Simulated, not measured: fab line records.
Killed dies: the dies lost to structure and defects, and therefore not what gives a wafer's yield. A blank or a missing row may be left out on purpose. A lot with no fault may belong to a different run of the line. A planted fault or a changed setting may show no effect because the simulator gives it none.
Tool commonality check :: flow berkeley_cmos170 :: 13 lots, 38 wafers sampled

## WHY THIS WAS OPENED
At UCB170_V1_THK_MEAS_01 the reading V1_TEOS_THK is flagged on 1 of 13 lots. Fault-free wafers read 2087 nm, with a standard deviation of 26.
Rule: a lot is flagged in two cases, either no wafer of it has a number, or all its wafers with numbers fall more than 4 standard deviations from that mean. The other lots count as sound.

lot: L475
measured: day 7 02:30
on: film_metro-04
V1_TEOS_THK (nm), wafer by wafer: 2082 2049 2066
flag: 

lot: L476
measured: day 7 05:34
on: film_metro-04
V1_TEOS_THK (nm), wafer by wafer: 2064 2074 2073
flag: 

lot: L477
measured: day 7 21:47
on: film_metro-02
V1_TEOS_THK (nm), wafer by wafer: 2106 2063 2107
flag: 

lot: L478
measured: day 7 21:48
on: film_metro-01
V1_TEOS_THK (nm), wafer by wafer: 2062 2120 2098
flag: 

lot: L479
measured: day 8 08:14
on: film_metro-04
V1_TEOS_THK (nm), wafer by wafer: 2061 2118 2098
flag: 

lot: L480
measured: day 8 08:15
on: film_metro-02
V1_TEOS_THK (nm), wafer by wafer: 2099 2143 2147
flag: 

lot: L481
measured: day 8 20:22
on: film_metro-01
V1_TEOS_THK (nm), wafer by wafer: 2067 2121 2102
flag: 

lot: L484
measured: day 9 00:31
on: film_metro-04
V1_TEOS_THK (nm), wafer by wafer: 2076 2066 2091
flag: 

lot: L488
measured: day 10 07:46
on: film_metro-04
V1_TEOS_THK (nm), wafer by wafer: 1796 1797
flag: FLAGGED

lot: L495
measured: day 11 02:53
on: film_metro-04
V1_TEOS_THK (nm), wafer by wafer: 2062 2102 2078
flag: 

lot: L493
measured: day 11 03:02
on: film_metro-01
V1_TEOS_THK (nm), wafer by wafer: 2088 2097 2122
flag: 

lot: L497
measured: day 11 14:13
on: film_metro-01
V1_TEOS_THK (nm), wafer by wafer: 2068 2088 2075
flag: 

lot: L498
measured: day 11 19:27
on: film_metro-01
V1_TEOS_THK (nm), wafer by wafer: 2048 2060 2083
flag: 
The mean of the flagged lots' numbers is 1796 nm, -290 nm from the usual (-11 standard deviations).

## LOT BY LOT: THE TOOL USED
The record holds 2 process steps before the reading, out of a route of 331 steps. Every cell lists first the tool, next ch and the chambers used by the sampled wafers, and last the start.
lot: L475
flag: 
UCB170_NWELL_STRIP_15: plasma_asher-04 ch 0,1, day 2 03:32
UCB170_V1_CVD_00: pecvd-01 ch 0,1, day 7 02:21

lot: L476
flag: 
UCB170_NWELL_STRIP_15: plasma_asher-04 ch 0,1, day 2 12:37
UCB170_V1_CVD_00: pecvd-02 ch 0,1, day 7 05:25

lot: L477
flag: 
UCB170_NWELL_STRIP_15: plasma_asher-03 ch 0,1, day 2 19:19
UCB170_V1_CVD_00: pecvd-01 ch 0,1,2, day 7 21:38

lot: L478
flag: 
UCB170_NWELL_STRIP_15: plasma_asher-04 ch 0,1, day 2 19:37
UCB170_V1_CVD_00: pecvd-02 ch 1,2, day 7 21:38

lot: L479
flag: 
UCB170_NWELL_STRIP_15: plasma_asher-04 ch 0,1, day 3 09:00
UCB170_V1_CVD_00: pecvd-02 ch 0,2, day 8 08:05

lot: L480
flag: 
UCB170_NWELL_STRIP_15: plasma_asher-04 ch 0,1, day 3 12:56
UCB170_V1_CVD_00: pecvd-03 ch 1,2, day 8 08:05

lot: L481
flag: 
UCB170_NWELL_STRIP_15: plasma_asher-04 ch 0,1, day 3 18:54
UCB170_V1_CVD_00: pecvd-02 ch 0,1, day 8 20:13

lot: L484
flag: 
UCB170_NWELL_STRIP_15: plasma_asher-02 ch 0,1, day 4 02:37
UCB170_V1_CVD_00: pecvd-03 ch 0,1, day 9 00:22

lot: L488
flag: FLAGGED
UCB170_NWELL_STRIP_15: plasma_asher-03 ch 1, day 5 03:01
UCB170_V1_CVD_00: pecvd-02 ch 2, day 10 07:35

lot: L495
flag: 
UCB170_NWELL_STRIP_15: plasma_asher-04 ch 0,1, day 6 09:19
UCB170_V1_CVD_00: pecvd-03 ch 0,1, day 11 02:43

lot: L493
flag: 
UCB170_NWELL_STRIP_15: plasma_asher-02 ch 0,1, day 6 05:01
UCB170_V1_CVD_00: pecvd-03 ch 0,1, day 11 02:52

lot: L497
flag: 
UCB170_NWELL_STRIP_15: plasma_asher-02 ch 0,1, day 6 17:05
UCB170_V1_CVD_00: pecvd-01 ch 0,1, day 11 14:02

lot: L498
flag: 
UCB170_NWELL_STRIP_15: plasma_asher-02 ch 0,1, day 7 01:37
UCB170_V1_CVD_00: pecvd-03 ch 0,1,2, day 11 19:18
These steps, and what they do:
- UCB170_NWELL_STRIP_15: strips in O2.
- UCB170_V1_CVD_00: deposits SiO2 from TEOS/O2, target thk 2000 nm, time 260.8 s.
- UCB170_V1_THK_MEAS_01

## FLAGGED AGAINST TOTAL, ONE TOOL AT A TIME (gauges that did the reading follow at the end)
step: UCB170_NWELL_STRIP_15
tool: plasma_asher-02
lots run: 4
flagged: 0
share of the flagged lots: none
sound lots run after its first flagged lot: -

step: UCB170_NWELL_STRIP_15
tool: plasma_asher-03
lots run: 2
flagged: 1
share of the flagged lots: all
sound lots run after its first flagged lot: 0

step: UCB170_NWELL_STRIP_15
tool: plasma_asher-04
lots run: 7
flagged: 0
share of the flagged lots: none
sound lots run after its first flagged lot: -

step: UCB170_V1_CVD_00
tool: pecvd-01
lots run: 3
flagged: 0
share of the flagged lots: none
sound lots run after its first flagged lot: -

step: UCB170_V1_CVD_00
tool: pecvd-02
lots run: 5
flagged: 1
share of the flagged lots: all
sound lots run after its first flagged lot: 0

step: UCB170_V1_CVD_00
tool: pecvd-03
lots run: 5
flagged: 0
share of the flagged lots: none
sound lots run after its first flagged lot: -

step: UCB170_V1_THK_MEAS_01
tool: film_metro-01
lots run: 5
flagged: 0
share of the flagged lots: none
sound lots run after its first flagged lot: -

step: UCB170_V1_THK_MEAS_01
tool: film_metro-02
lots run: 2
flagged: 0
share of the flagged lots: none
sound lots run after its first flagged lot: -

step: UCB170_V1_THK_MEAS_01
tool: film_metro-04
lots run: 6
flagged: 1
share of the flagged lots: all
sound lots run after its first flagged lot: 1 (L495)

## WHAT IS ALLOWED BY THE TABLE
Rows of the table that ran every flagged lot, 3 in all: plasma_asher-03 at UCB170_NWELL_STRIP_15, pecvd-02 at UCB170_V1_CVD_00, film_metro-04 at UCB170_V1_THK_MEAS_01.
- plasma_asher-03 at UCB170_NWELL_STRIP_15 ran 2 lots, 1 of them flagged. A fault beginning between L477 (day 2 19:19), its last sound lot, and L488 (day 5 03:01), its first flagged one, fits the data.
- pecvd-02 at UCB170_V1_CVD_00 ran 5 lots, 1 of them flagged. A fault beginning between L481 (day 8 20:13), its last sound lot, and L488 (day 10 07:35), its first flagged one, fits the data.
- film_metro-04 at UCB170_V1_THK_MEAS_01 ran 6 lots, 1 of them flagged. After the first flagged lot (L495), sound lots still ran on it; a lasting fault on the whole tool would not permit that.
These 2 tools cannot be told apart by counting lots, since each of them fits a fault that started at some hour. More lots, or a look at what each step does to the wafer, might.

## WHAT THE SIMULATOR PUT IN
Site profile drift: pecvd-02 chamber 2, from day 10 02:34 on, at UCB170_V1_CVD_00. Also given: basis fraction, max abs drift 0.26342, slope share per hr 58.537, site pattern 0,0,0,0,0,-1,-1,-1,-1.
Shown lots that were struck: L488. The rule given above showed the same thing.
